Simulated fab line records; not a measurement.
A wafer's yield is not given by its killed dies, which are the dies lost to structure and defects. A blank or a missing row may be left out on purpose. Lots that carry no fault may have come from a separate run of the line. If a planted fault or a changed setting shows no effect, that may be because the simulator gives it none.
fab line records	flow rit-cmos
record lots=14	wafers=42	last-day=8
route steps=202 shown NSD@132 PSD@152 CONTACT@177 M1@193
lots with no fault: from the same line, run without faults
start-h: start of the lot's first displayed wafer, in hours after the record's first day	wait-h: time in hours since the lot's previous step	" same as the row above	L1.1+2: one row covering several wafers at once	- value missing, or start not given	* or withheld: withheld	< > ~ a bound
route shown NAME@n: NAME is a module with steps in the file, n the number in the route of the first one	usual: the fault-free wafers' mean and standard deviation	same: alike in all rows	chamber/n: place in a boat	sites: the reading at each site	_std_site: their standard deviation	_edge_site: inner sites' mean taken away from outer sites' mean	radius-mm: how far each site lies from the wafer's centre	mask NAME#n: copy n	behind: the last tool/chamber to shape the wafer	hold: what put the lot on hold/how long, in hours/how the hold closed	device: which transistor (n, p or np) failed to switch	end of line: the same wafers' tests at the end of the route	for a step that has no rows: nothing shown but its recipe	killed: dies lost to structure and defects at the first sort, not the wafer's yield	map: the dies of a wafer, with x for killed, . for not killed, _ for no die there
set.NAME: the setting the step ran with; set.NAME@STEP: the setting that earlier step ran with	model.NAME: the simulator's own value behind a step, which no gauge read
the route's steps for a sample of lots (tables are steps, rows are wafers)
## steps
# step RIT_NSD_COAT_01
# recipe resist=NOVOLAK	spin-rpm=3250	resist-thk-nm=1000
# usual chill-plate-temp-C=22.98/0.12	dispense-pressure-kPa=44.0/0.61
lot.wafer	tool	chamber	start-h	wait-h	chill-plate-temp-C	dispense-pressure-kPa
L646.1	litho-track-02	0	53.08	0.1	23.07	44.4
L646.2	"	0	"	"	23.06	44.3
L646.4	"	0	"	"	22.81	44.3
L647.2	litho-track-02	0	54.54	0.1	22.89	44.4
L647.4	"	0	"	"	22.73	44.4
L647.6	"	0	"	"	22.80	44.4
L648.4	litho-track-01	0	61.08	0.1	22.73	44.9
L648.5	"	0	"	"	22.97	44.9
L648.6	"	0	"	"	22.86	44.9
L650.1	litho-track-03	0	70.34	0.1	22.89	43.4
L650.3	"	0	"	"	22.93	43.5
L650.6	"	0	"	"	23.01	43.4
L652.1	litho-track-02	0	82.93	0.1	23.10	44.4
L652.3	"	0	"	"	23.08	44.4
L652.5	"	0	"	"	23.03	44.4
L653.1	litho-track-03	0	88.27	0.1	22.74	43.4
L653.3	"	0	"	"	22.81	43.4
L653.4	"	0	"	"	22.71	43.5
L654.4	litho-track-02	0	94.93	0.1	22.96	44.4
L654.5	"	0	"	"	22.88	44.4
L654.6	"	0	"	"	23.01	44.4
L655.3	litho-track-03	0	97.69	0.1	23.35	43.4
L655.4	"	0	"	"	23.18	43.4
L655.6	"	0	"	"	23.07	43.4
L659.1	litho-track-03	0	116.83	0.1	23.06	43.4
L659.3	"	0	"	"	22.87	43.4
L659.6	"	0	"	"	22.95	43.4
L660.2	litho-track-03	0	121.93	0.1	23.08	43.4
L660.3	"	0	"	"	23.15	43.4
L660.4	"	0	"	"	23.13	43.4
L663.1	litho-track-03	0	135.24	0.1	23.06	43.4
L663.3	"	0	"	"	23.19	43.4
L663.4	"	0	"	"	23.07	43.4
L667.1	litho-track-02	-	156.51	0.1	-	-
L667.5	"	-	"	"	-	-
L667.6	"	-	"	"	-	-
L668.1	litho-track-01	-	171.72	0.1	-	-
L668.3	"	-	"	"	-	-
L668.6	"	-	"	"	-	-
L669.1	litho-track-03	0	176.77	0.1	23.07	43.4
L669.2	"	0	"	"	23.07	43.4
L669.3	"	0	"	"	22.81	43.4
# step RIT_NSD_OVL_MEAS_06
# usual NSD_OVL=-0.5/1.9
lot.wafer	tool	chamber	start-h	wait-h	NSD_OVL[nm]
L646.1	overlay-01	-	53.90	-	2.0
L646.2	"	-	"	"	3.3
L646.4	"	-	"	"	0.9
L647.2	overlay-02	-	55.22	-	-3.0
L647.4	"	-	"	"	-0.4
L647.6	"	-	"	"	-1.1
L648.4	overlay-01	-	61.85	-	-2.5
L648.5	"	-	"	"	-2.8
L648.6	"	-	"	"	-1.5
L650.1	overlay-02	-	71.17	-	2.9
L650.3	"	-	"	"	0.6
L650.6	"	-	"	"	1.3
L652.1	overlay-02	-	83.63	-	1.7
L652.3	"	-	"	"	0.3
L652.5	"	-	"	"	1.0
L653.1	overlay-01	-	89.10	-	0.2
L653.3	"	-	"	"	1.1
L653.4	"	-	"	"	0.5
L654.4	overlay-02	-	95.58	-	-0.5
L654.5	"	-	"	"	-1.0
L654.6	"	-	"	"	0.1
L655.3	overlay-01	-	98.36	-	-3.2
L655.4	"	-	"	"	-3.8
L655.6	"	-	"	"	-2.5
L659.1	overlay-01	-	117.61	-	-2.7
L659.3	"	-	"	"	-2.7
L659.6	"	-	"	"	-2.9
L660.2	overlay-02	-	124.48	-	3.8
L660.3	"	-	"	"	2.4
L660.4	"	-	"	"	2.0
L663.1	overlay-02	-	135.94	-	-2.0
L663.3	"	-	"	"	-0.5
L663.4	"	-	"	"	-1.7
L667.1	overlay-02	-	157.21	-	-
L667.5	"	-	"	"	-
L667.6	"	-	"	"	-
L668.1	overlay-01	-	172.42	-	-
L668.3	"	-	"	"	-
L668.6	"	-	"	"	-
L669.1	overlay-01	-	177.47	-	-4.0
L669.2	"	-	"	"	-2.8
L669.3	"	-	"	"	-1.8
# step RIT_PSD_TW_MEAS_10
# usual PSD_TW=3438/25
lot.wafer	tool	chamber	start-h	wait-h	hold	PSD_TW
L646.1	film-metro-04	-	55.84	0.1	-	3457
L646.2	"	-	"	"	-	3489
L646.4	"	-	"	"	-	3477
L647.2	film-metro-03	-	57.16	0.1	-	3417
L647.4	"	-	"	"	-	3420
L647.6	"	-	"	"	-	3406
L648.4	film-metro-04	-	63.80	0.1	-	3472
L648.5	"	-	"	"	-	3468
L648.6	"	-	"	"	-	3456
L650.1	film-metro-01	-	73.23	0.1	-	3432
L650.3	"	-	"	"	-	3437
L650.6	"	-	"	"	-	3430
L652.1	film-metro-04	-	85.69	0.1	-	3430
L652.3	"	-	"	"	-	3442
L652.5	"	-	"	"	-	3422
L653.1	film-metro-03	-	91.16	0.1	-	3407
L653.3	"	-	"	"	-	3413
L653.4	"	-	"	"	-	3413
L654.4	film-metro-03	-	97.75	0.1	-	3414
L654.5	"	-	"	"	-	3401
L654.6	"	-	"	"	-	3428
L655.3	film-metro-01	-	100.55	0.1	-	3433
L655.4	"	-	"	"	-	3435
L655.6	"	-	"	"	-	3458
L659.1	film-metro-04	-	119.67	0.1	-	3462
L659.3	"	-	"	"	-	3456
L659.6	"	-	"	"	-	3464
L660.2	film-metro-01	-	126.59	0.1	-	3417
L660.3	"	-	"	"	-	3427
L660.4	"	-	"	"	-	3434
L663.1	film-metro-04	-	137.87	0.1	-	3464
L663.3	"	-	"	"	-	3454
L663.4	"	-	"	"	-	3469
L667.1	film-metro-04	-	159.15	0.1	await-dispo/0.2h/release	3657
L667.5	"	-	"	"	await-dispo/0.2h/release	3675
L667.6	"	-	"	"	await-dispo/0.2h/release	3642
L667.1	film-metro-04	-	159.37	0.2	-	3662
L667.5	"	-	"	"	-	3666
L667.6	"	-	"	"	-	3655
L668.1	film-metro-01	-	174.62	0.1	await-dispo/0.2h/release	3635
L668.3	"	-	"	"	await-dispo/0.2h/release	3622
L668.6	"	-	"	"	await-dispo/0.2h/release	3621
L668.1	film-metro-01	-	174.84	0.2	-	3630
L668.3	"	-	"	"	-	3620
L668.6	"	-	"	"	-	3635
L669.1	film-metro-01	-	179.41	0.1	-	3433
L669.2	"	-	"	"	-	3406
L669.3	"	-	"	"	-	3414
# step RIT_CONTACT_OVL_MEAS_09
# usual CONTACT_OVL=1.2/1.5
lot.wafer	tool	chamber	start-h	wait-h	CONTACT_OVL[nm]
L646.1	overlay-01	-	58.64	0.1	0.3
L646.2	"	-	"	"	0.4
L646.4	"	-	"	"	1.4
L647.2	overlay-01	-	59.96	0.1	0.4
L647.4	"	-	"	"	0.8
L647.6	"	-	"	"	-1.2
L648.4	overlay-02	-	66.59	0.1	-0.1
L648.5	"	-	"	"	1.6
L648.6	"	-	"	"	0.3
L650.1	overlay-02	-	75.94	0.1	5.8
L650.3	"	-	"	"	4.6
L650.6	"	-	"	"	4.8
L652.1	overlay-01	-	88.49	0.1	0.2
L652.3	"	-	"	"	1.2
L652.5	"	-	"	"	1.8
L653.1	overlay-01	-	93.99	0.1	-1.4
L653.3	"	-	"	"	-1.0
L653.4	"	-	"	"	-2.7
L654.4	overlay-02	-	100.52	0.1	2.3
L654.5	"	-	"	"	1.1
L654.6	"	-	"	"	1.5
L655.3	overlay-02	-	103.77	0.1	2.1
L655.4	"	-	"	"	1.0
L655.6	"	-	"	"	2.0
L659.1	overlay-01	-	124.59	0.1	0.7
L659.3	"	-	"	"	1.2
L659.6	"	-	"	"	0.8
L660.2	overlay-02	-	129.34	0.1	-0.4
L660.3	"	-	"	"	-0.8
L660.4	"	-	"	"	-0.5
L663.1	overlay-02	-	140.60	0.1	1.2
L663.3	"	-	"	"	3.3
L663.4	"	-	"	"	2.0
L667.1	overlay-02	-	163.18	0.1	1.3
L667.5	"	-	"	"	0.3
L667.6	"	-	"	"	0.3
L668.1	overlay-02	-	180.74	0.1	3.6
L668.3	"	-	"	"	4.2
L668.6	"	-	"	"	3.5
L669.1	overlay-01	-	182.10	0.1	1.4
L669.2	"	-	"	"	0.6
L669.3	"	-	"	"	0.3
# step RIT_CONTACT_CD_MEAS_90
# recipe target-cd-nm=1000
# usual cd-nm=1000.5/2
lot.wafer	tool	chamber	start-h	wait-h	cd-nm
L646.1	cd-sem-01	-	59.20	0.1	1001.1
L646.2	"	-	"	"	1001.8
L646.4	"	-	"	"	999.7
L647.2	cd-sem-01	-	60.53	0.1	1000.1
L647.4	"	-	"	"	1001.8
L647.6	"	-	"	"	1003.1
L648.4	cd-sem-01	-	67.19	0.1	1005.6
L648.5	"	-	"	"	1001.3
L648.6	"	-	"	"	1004.0
L650.1	cd-sem-01	-	76.50	0.1	1000.7
L650.3	"	-	"	"	997.8
L650.6	"	-	"	"	1001.1
L652.1	cd-sem-01	-	89.05	0.1	1002.6
L652.3	"	-	"	"	1001.9
L652.5	"	-	"	"	1000.8
L653.1	cd-sem-01	-	94.54	0.1	1001.8
L653.3	"	-	"	"	1003.0
L653.4	"	-	"	"	1003.0
L654.4	cd-sem-01	-	101.12	0.1	996.6
L654.5	"	-	"	"	995.6
L654.6	"	-	"	"	996.6
L655.3	cd-sem-01	-	104.35	0.1	997.9
L655.4	"	-	"	"	999.7
L655.6	"	-	"	"	998.2
L659.1	cd-sem-02	-	125.24	0.1	999.1
L659.3	"	-	"	"	1004.6
L659.6	"	-	"	"	997.9
L660.2	cd-sem-02	-	129.91	0.1	997.5
L660.3	"	-	"	"	999.0
L660.4	"	-	"	"	995.3
L663.1	cd-sem-01	-	141.16	0.1	1001.4
L663.3	"	-	"	"	1000.5
L663.4	"	-	"	"	1001.6
L667.1	cd-sem-02	-	163.74	0.1	1001.3
L667.5	"	-	"	"	1001.0
L667.6	"	-	"	"	1001.6
L668.1	cd-sem-02	-	181.55	0.1	998.3
L668.3	"	-	"	"	999.8
L668.6	"	-	"	"	998.1
L669.1	cd-sem-01	-	182.65	0.1	1000.0
L669.2	"	-	"	"	996.5
L669.3	"	-	"	"	999.6
# step RIT_M1_CD_MEAS_09
# recipe target-cd-nm=2600
# usual cd-nm=2600.0/2.1
lot.wafer	tool	chamber	start-h	wait-h	cd-nm
L646.1	cd-sem-01	-	61.04	-	2601.2
L646.2	"	-	"	"	2600.2
L646.4	"	-	"	"	2599.7
L647.2	cd-sem-01	-	62.35	-	2603.5
L647.4	"	-	"	"	2606.1
L647.6	"	-	"	"	2604.2
L648.4	cd-sem-01	-	69.01	-	2603.3
L648.5	"	-	"	"	2601.8
L648.6	"	-	"	"	2603.1
L650.1	cd-sem-02	-	78.59	-	2601.1
L650.3	"	-	"	"	2603.3
L650.6	"	-	"	"	2601.8
L652.1	cd-sem-02	-	91.00	-	2601.9
L652.3	"	-	"	"	2601.3
L652.5	"	-	"	"	2601.5
L653.1	cd-sem-01	-	96.49	-	2601.5
L653.3	"	-	"	"	2598.7
L653.4	"	-	"	"	2600.6
L654.4	cd-sem-01	-	103.30	-	2601.6
L654.5	"	-	"	"	2599.0
L654.6	"	-	"	"	2598.4
L655.3	cd-sem-02	-	106.38	-	2599.0
L655.4	"	-	"	"	2598.3
L655.6	"	-	"	"	2598.3
L659.1	cd-sem-02	-	127.27	-	2601.6
L659.3	"	-	"	"	2603.5
L659.6	"	-	"	"	2601.4
L660.2	cd-sem-01	-	132.05	-	2599.0
L660.3	"	-	"	"	2601.0
L660.4	"	-	"	"	2597.5
L663.1	cd-sem-02	-	143.08	-	2598.9
L663.3	"	-	"	"	2599.5
L663.4	"	-	"	"	2599.1
L667.1	cd-sem-01	-	165.74	-	2600.6
L667.5	"	-	"	"	2601.5
L667.6	"	-	"	"	2600.0
L668.1	cd-sem-02	-	183.69	-	2600.4
L668.3	"	-	"	"	2601.7
L668.6	"	-	"	"	2600.6
L669.1	cd-sem-02	-	184.60	-	2599.8
L669.2	"	-	"	"	2599.6
L669.3	"	-	"	"	2601.3
# step RIT_M1_PROBE_99
# usual killed-at-contacts=0.1/0.23	killed-at-front-end=7/3	killed-dies=7/3	killed-on-rim=1.8/1.5	killed-open=3.3/1.8	killed-short=3.3/2.2
# same gross-dies=264	killed_at_M0_to_M3=0	killed_at_M4_up=0	killed-at-back-side=0	killed-at-other=0
lot.wafer	tool	chamber	start-h	wait-h	hold	killed-at-contacts	killed-at-front-end	killed-dies	killed-on-rim	killed-open	killed-short
L646.1	prober-01	-	63.70	0.1	-	0	4	4	1	4	0
L646.2	prober-01	-	63.75	0.1	-	0	3	3	2	0	3
L646.4	prober-01	-	63.85	0.2	-	0	4	4	1	2	2
L647.2	prober-02	-	65.25	0.1	-	0	3	3	2	3	0
L647.4	prober-02	-	65.35	0.2	-	0	4	4	2	3	1
L647.6	prober-02	-	65.45	0.2	-	0	6	6	1	3	3
L648.4	prober-01	-	71.76	0.2	-	0	7	7	1	5	2
L648.5	prober-01	-	71.81	0.2	-	0	8	8	3	5	3
L648.6	prober-01	-	71.86	0.2	-	0	3	3	1	2	1
L650.1	prober-01	-	81.25	0.1	-	0	3	3	0	1	2
L650.3	prober-01	-	81.35	0.2	-	0	5	5	1	2	3
L650.6	prober-01	-	81.50	0.2	-	0	5	5	0	1	4
L652.1	prober-01	-	100.77	0.1	-	0	4	4	1	1	3
L652.3	prober-01	-	100.87	0.2	-	0	6	6	0	3	3
L652.5	prober-01	-	100.97	0.2	-	0	5	5	0	3	2
L653.1	prober-02	-	100.77	0.1	-	0	5	5	3	3	2
L653.3	prober-02	-	100.87	0.2	-	0	9	9	0	5	4
L653.4	prober-02	-	100.92	0.2	-	0	4	4	2	3	1
L654.4	prober-02	-	106.04	0.2	-	0	7	7	2	3	4
L654.5	prober-02	-	106.09	0.2	-	0	9	9	4	4	5
L654.6	prober-02	-	106.14	0.2	-	0	5	5	0	2	3
L655.3	prober-01	-	109.28	0.2	-	0	8	8	0	6	2
L655.4	prober-01	-	109.33	0.2	-	0	9	9	3	4	5
L655.6	prober-01	-	109.43	0.2	-	0	8	8	0	4	4
L659.1	prober-01	-	129.93	0.1	-	0	7	7	1	1	6
L659.3	prober-01	-	130.03	0.2	-	0	7	7	2	5	2
L659.6	prober-01	-	130.18	0.2	-	0	10	10	1	2	8
L660.2	prober-02	-	134.74	0.1	-	0	11	11	3	6	5
L660.3	prober-02	-	134.79	0.2	-	0	4	4	1	1	3
L660.4	prober-02	-	134.84	0.2	-	0	13	13	4	6	7
L663.1	prober-01	-	145.74	0.1	-	0	11	11	2	6	5
L663.3	prober-01	-	145.84	0.2	-	1	7	8	3	4	4
L663.4	prober-01	-	145.89	0.2	-	0	3	3	1	1	2
L667.1	prober-02	-	168.79	0.1	await-dispo/3.5h/scrap	0	264	264	70	4	4
L667.5	prober-02	-	168.99	0.2	await-dispo/3.5h/scrap	0	264	264	70	5	4
L667.6	prober-02	-	169.04	0.2	await-dispo/3.5h/scrap	0	264	264	70	3	7
L668.1	prober-01	-	186.34	0.1	await-dispo/1.4h/scrap	0	264	264	70	5	5
L668.3	prober-01	-	186.44	0.2	await-dispo/1.4h/scrap	0	264	264	70	2	5
L668.6	prober-01	-	186.59	0.2	await-dispo/1.4h/scrap	0	264	264	70	7	2
L669.1	prober-02	-	187.40	0.1	-	0	3	3	1	2	1
L669.2	prober-02	-	187.45	0.1	-	0	13	13	4	6	7
L669.3	prober-02	-	187.50	0.2	-	0	5	5	1	3	2
# killed by level:class
L646.1 SILICIDE:geometric-particle:open=2 FOX1:geometric-particle:open=1 SPACER:geometric-particle:open=1
L646.2 SPACER:geometric-particle:short=2 FOX2:geometric-particle:short=1
L646.4 GATE:geometric-particle:short=1 GATE:geometric-particle:open=1 SPACER:geometric-particle:short=1 SILICIDE:geometric-particle:open=1
L647.2 GATE:geometric-particle:open=2 FOX1:geometric-particle:open=1
L647.4 GATE:geometric-particle:open=2 GATE:geometric-particle:short=1 REOX:geometric-particle:open=1
L647.6 GATE:geometric-particle:short=1 GATE:geometric-particle:open=1 REOX:geometric-particle:short=1 REOX:geometric-particle:open=1 SPACER:geometric-particle:open=1 SILICIDE:geometric-particle:short=1
L648.4 REOX:geometric-particle:open=3 GATE:geometric-particle:short=1 GATE:geometric-particle:open=1 SPACER:geometric-particle:short=1 SILICIDE:geometric-particle:open=1
L648.5 GATE:geometric-particle:short=2 FOX2:geometric-particle:open=1 GATE:geometric-particle:open=1 REOX:geometric-particle:open=1 SPACER:geometric-particle:open=1 SPACER:geometric-particle:short=1 SILICIDE:geometric-particle:open=1
L648.6 FOX2:geometric-particle:short=1 GATE:geometric-particle:open=1 SPACER:geometric-particle:open=1
L650.1 GATE:geometric-particle:open=1 GATE:geometric-particle:short=1 REOX:geometric-particle:short=1
L650.3 FOX1:geometric-particle:short=2 REOX:geometric-particle:open=1 SPACER:geometric-particle:open=1 SPACER:geometric-particle:short=1
L650.6 FOX1:geometric-particle:short=2 FOX2:geometric-particle:short=1 GATE:geometric-particle:open=1 SILICIDE:geometric-particle:short=1
L652.1 GATE:geometric-particle:short=2 FOX1:geometric-particle:short=1 GATE:geometric-particle:open=1
L653.1 FOX1:geometric-particle:short=2 GATE:geometric-particle:open=2 REOX:geometric-particle:open=1
L652.3 SPACER:geometric-particle:open=2 FOX1:geometric-particle:open=1 FOX1:geometric-particle:short=1 GATE:geometric-particle:short=1 SPACER:geometric-particle:short=1
L653.3 GATE:geometric-particle:open=3 FOX1:geometric-particle:open=2 FOX2:geometric-particle:short=2 GATE:geometric-particle:short=1 SPACER:geometric-particle:short=1
L653.4 GATE:geometric-particle:open=2 SPACER:geometric-particle:short=1 SPACER:geometric-particle:open=1
L652.5 FOX1:geometric-particle:short=1 FOX1:geometric-particle:open=1 FOX2:geometric-particle:open=1 REOX:geometric-particle:open=1 SILICIDE:geometric-particle:short=1
L654.4 GATE:geometric-particle:open=3 FOX1:geometric-particle:short=1 GATE:geometric-particle:short=1 SPACER:geometric-particle:short=1 SILICIDE:geometric-particle:short=1
L654.5 GATE:geometric-particle:short=3 FOX1:geometric-particle:open=1 FOX2:geometric-particle:short=1 GATE:geometric-particle:open=1 SPACER:geometric-particle:open=1 SILICIDE:geometric-particle:short=1 SILICIDE:geometric-particle:open=1
L654.6 GATE:geometric-particle:short=2 GATE:geometric-particle:open=2 SPACER:geometric-particle:short=1
L655.3 SPACER:geometric-particle:open=2 SILICIDE:geometric-particle:open=2 FOX1:geometric-particle:open=1 GATE:geometric-particle:open=1 GATE:geometric-particle:short=1 REOX:geometric-particle:short=1
L655.4 REOX:geometric-particle:open=2 SPACER:geometric-particle:short=2 FOX1:geometric-particle:short=1 FOX1:geometric-particle:open=1 GATE:geometric-particle:short=1 GATE:geometric-particle:open=1 SILICIDE:geometric-particle:short=1
L655.6 GATE:geometric-particle:open=2 GATE:geometric-particle:short=2 FOX1:geometric-particle:short=1 FOX1:geometric-particle:open=1 REOX:geometric-particle:open=1 SPACER:geometric-particle:short=1
L659.1 GATE:geometric-particle:short=4 FOX1:geometric-particle:short=1 REOX:geometric-particle:open=1 REOX:geometric-particle:short=1
L659.3 GATE:geometric-particle:open=2 FOX1:geometric-particle:open=1 FOX2:geometric-particle:short=1 GATE:geometric-particle:short=1 SPACER:geometric-particle:open=1 SILICIDE:geometric-particle:open=1
L659.6 GATE:geometric-particle:short=6 GATE:geometric-particle:open=2 FOX1:geometric-particle:short=1 SPACER:geometric-particle:short=1
L660.2 GATE:geometric-particle:open=4 GATE:geometric-particle:short=3 FOX1:geometric-particle:open=2 REOX:geometric-particle:short=1 SILICIDE:geometric-particle:short=1
L660.3 FOX1:geometric-particle:short=1 FOX2:geometric-particle:short=1 SPACER:geometric-particle:short=1 SILICIDE:geometric-particle:open=1
L660.4 GATE:geometric-particle:short=3 FOX1:geometric-particle:open=2 FOX1:geometric-particle:short=2 GATE:geometric-particle:open=2 REOX:geometric-particle:short=1 REOX:geometric-particle:open=1 SILICIDE:geometric-particle:short=1 SILICIDE:geometric-particle:open=1
L663.1 GATE:geometric-particle:open=4 SILICIDE:geometric-particle:short=2 FOX1:geometric-particle:open=1 FOX1:geometric-particle:short=1 FOX2:geometric-particle:open=1 GATE:geometric-particle:short=1 REOX:geometric-particle:short=1
L663.3 FOX1:geometric-particle:open=3 FOX1:geometric-particle:short=2 FOX2:geometric-particle:short=1 FOX2:geometric-particle:open=1 CONTACT:geometric-particle:short=1
L663.4 FOX1:geometric-particle:short=1 GATE:geometric-particle:short=1 GATE:geometric-particle:open=1
L667.1 NSD:area-expose=256 GATE:geometric-particle:short=2 FOX1:geometric-particle:open=1 FOX1:geometric-particle:short=1 FOX2:geometric-particle:short=1 FOX2:geometric-particle:open=1 GATE:geometric-particle:open=1 SPACER:geometric-particle:open=1
L667.5 NSD:area-expose=255 GATE:geometric-particle:open=3 FOX1:geometric-particle:short=2 FOX2:geometric-particle:open=2 FOX2:geometric-particle:short=1 SILICIDE:geometric-particle:short=1
L667.6 NSD:area-expose=254 SPACER:geometric-particle:open=3 REOX:geometric-particle:short=2 SPACER:geometric-particle:short=2 FOX1:geometric-particle:short=1 GATE:geometric-particle:short=1 SILICIDE:geometric-particle:short=1
L668.1 NSD:area-expose=254 FOX1:geometric-particle:short=2 FOX1:geometric-particle:open=2 REOX:geometric-particle:short=2 FOX2:geometric-particle:open=1 REOX:geometric-particle:open=1 SPACER:geometric-particle:short=1 SILICIDE:geometric-particle:open=1
L668.3 NSD:area-expose=257 SPACER:geometric-particle:short=3 GATE:geometric-particle:open=2 FOX1:geometric-particle:short=1 GATE:geometric-particle:short=1
L668.6 NSD:area-expose=255 FOX1:geometric-particle:open=2 SPACER:geometric-particle:open=2 GATE:geometric-particle:open=2 FOX1:geometric-particle:short=1 GATE:geometric-particle:short=1 SILICIDE:geometric-particle:open=1
L669.1 FOX2:geometric-particle:short=1 GATE:geometric-particle:open=1 SPACER:geometric-particle:open=1
L669.2 GATE:geometric-particle:open=4 GATE:geometric-particle:short=4 SPACER:geometric-particle:short=2 SPACER:geometric-particle:open=2 SILICIDE:geometric-particle:short=1
L669.3 FOX1:geometric-particle:open=1 FOX1:geometric-particle:short=1 GATE:geometric-particle:open=1 SPACER:geometric-particle:open=1 SPACER:geometric-particle:short=1
## key
first-sign step=RIT_NSD_COAT_01	reading=tool-record	direction=missing
effect step=RIT_NSD_OVL_MEAS_06	reading=NSD_OVL	direction=missing
effect step=RIT_PSD_TW_MEAS_10	reading=visit	direction=added
effect step=RIT_PSD_TW_MEAS_10	reading=PSD_TW	direction=up	sigmas=8.1	usual=3438	struck=3642
effect step=RIT_M1_PROBE_99	reading=killed-dies	direction=up	sigmas=86	usual=7	struck=264
more-kills-born-at RIT_NSD_EXPOSE_03@iline-stepper-02=1531
met-at RIT_NSD_COAT_01
struck-lots L667,L668
tester-left-out L667,L668
not-acting-at RIT_CONTACT_OVL_MEAS_09,RIT_CONTACT_CD_MEAS_90,RIT_M1_CD_MEAS_09
onset-between 94.93 156.51
fault kind=skipped-step-whole	tool=litho-track-01,litho-track-02	chamber=-	onset-h=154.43	steps=RIT_NSD_COAT_01	scope=struck-lots-only
# tester-left-out: of these lots the tester's yield and bins aren't shown, on N5 and GAA mostly nor the transistor test; their killed dies are dies lost to structure and defects alone, not to doping, threshold or leakage, so they don't give the yield
